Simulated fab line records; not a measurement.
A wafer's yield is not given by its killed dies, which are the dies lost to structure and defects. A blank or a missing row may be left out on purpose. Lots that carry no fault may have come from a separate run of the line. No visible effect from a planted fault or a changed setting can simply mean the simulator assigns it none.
Split-lot study	flow ritCmos	27 wafers read from 5 lots, route of 202 steps

== SPLIT DETAILS ==
At RIT_FOX2_WET_ETCH_03 (etches Si3N4 in H3PO4, target depth 195 nm, time 2700 s), the setting timeS was moved away from the recipe's 2700 s on 24 of the 27 wafers read, by -38.8% to +53.2%. The other wafers ran this setting at the recipe's value.

The split's own step is where the reading is taken.

== THE READING ==
SiO2_of_ACTIVE_OXIDATION_01.thkNm (the simulator's own value, which no gauge read), in nm, at RIT_FOX2_WET_ETCH_03 (etches Si3N4 in H3PO4, target depth 195 nm, time 2700 s). The file gives no usual value for it. Average 41.50 nm, standard deviation 0.71 nm, over the 3 wafers here run with the recipe.

wafer	tool, chamber at the split	timeS as run, s	against the recipe	SiO2_of_ACTIVE_OXIDATION_01.thkNm, nm	against lot-mates on the recipe
L074.1	-, -	4137	+53.2%	39.36	no lot-mate on the recipe
L074.2	-, -	4137	+53.2%	36.94	no lot-mate on the recipe
L074.3	-, -	4137	+53.2%	37.76	no lot-mate on the recipe
L074.4	-, -	4137	+53.2%	38.36	no lot-mate on the recipe
L074.5	-, -	4137	+53.2%	38.45	no lot-mate on the recipe
L074.6	-, -	4137	+53.2%	37	no lot-mate on the recipe
L075.1	-, -	1653	-38.8%	41.52	no lot-mate on the recipe
L075.2	-, -	1653	-38.8%	43.97	no lot-mate on the recipe
L075.3	-, -	1653	-38.8%	43.73	no lot-mate on the recipe
L075.4	-, -	1653	-38.8%	42.44	no lot-mate on the recipe
L075.5	-, -	1653	-38.8%	41.96	no lot-mate on the recipe
L075.6	-, -	1653	-38.8%	43.57	no lot-mate on the recipe
L076.1	-, -	3135	+16.1%	41.63	no lot-mate on the recipe
L076.2	-, -	3135	+16.1%	40.22	no lot-mate on the recipe
L076.3	-, -	3135	+16.1%	39.6	no lot-mate on the recipe
L076.4	-, -	3135	+16.1%	41.33	no lot-mate on the recipe
L076.5	-, -	3135	+16.1%	38.66	no lot-mate on the recipe
L076.6	-, -	3135	+16.1%	41.36	no lot-mate on the recipe
L081.2	wetBench-04, 0	2700	recipe	42.1	-
L081.4	wetBench-04, 0	2700	recipe	41.91	-
L081.6	wetBench-04, 0	2700	recipe	40.5	-
L085.1	-, -	2042	-24.4%	43.41	no lot-mate on the recipe
L085.2	-, -	2042	-24.4%	43.92	no lot-mate on the recipe
L085.3	-, -	2042	-24.4%	41.98	no lot-mate on the recipe
L085.4	-, -	2042	-24.4%	43.88	no lot-mate on the recipe
L085.5	-, -	2042	-24.4%	43.56	no lot-mate on the recipe
L085.6	-, -	2042	-24.4%	43.15	no lot-mate on the recipe

THE FIT
A straight line over all 27 wafers: SiO2_of_ACTIVE_OXIDATION_01.thkNm changes by -0.0578 nm for each +1% of timeS; r = -0.89; the points scatter about the line by 1 nm.
Too few moved wafers with a lot-mate on the recipe to fit a line net of each lot's own level.

== FILE'S OWN FIT ==
SiO2_of_ACTIVE_OXIDATION_01.thkNm changes by -0.0578 nm for each +1% of timeS, r = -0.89.
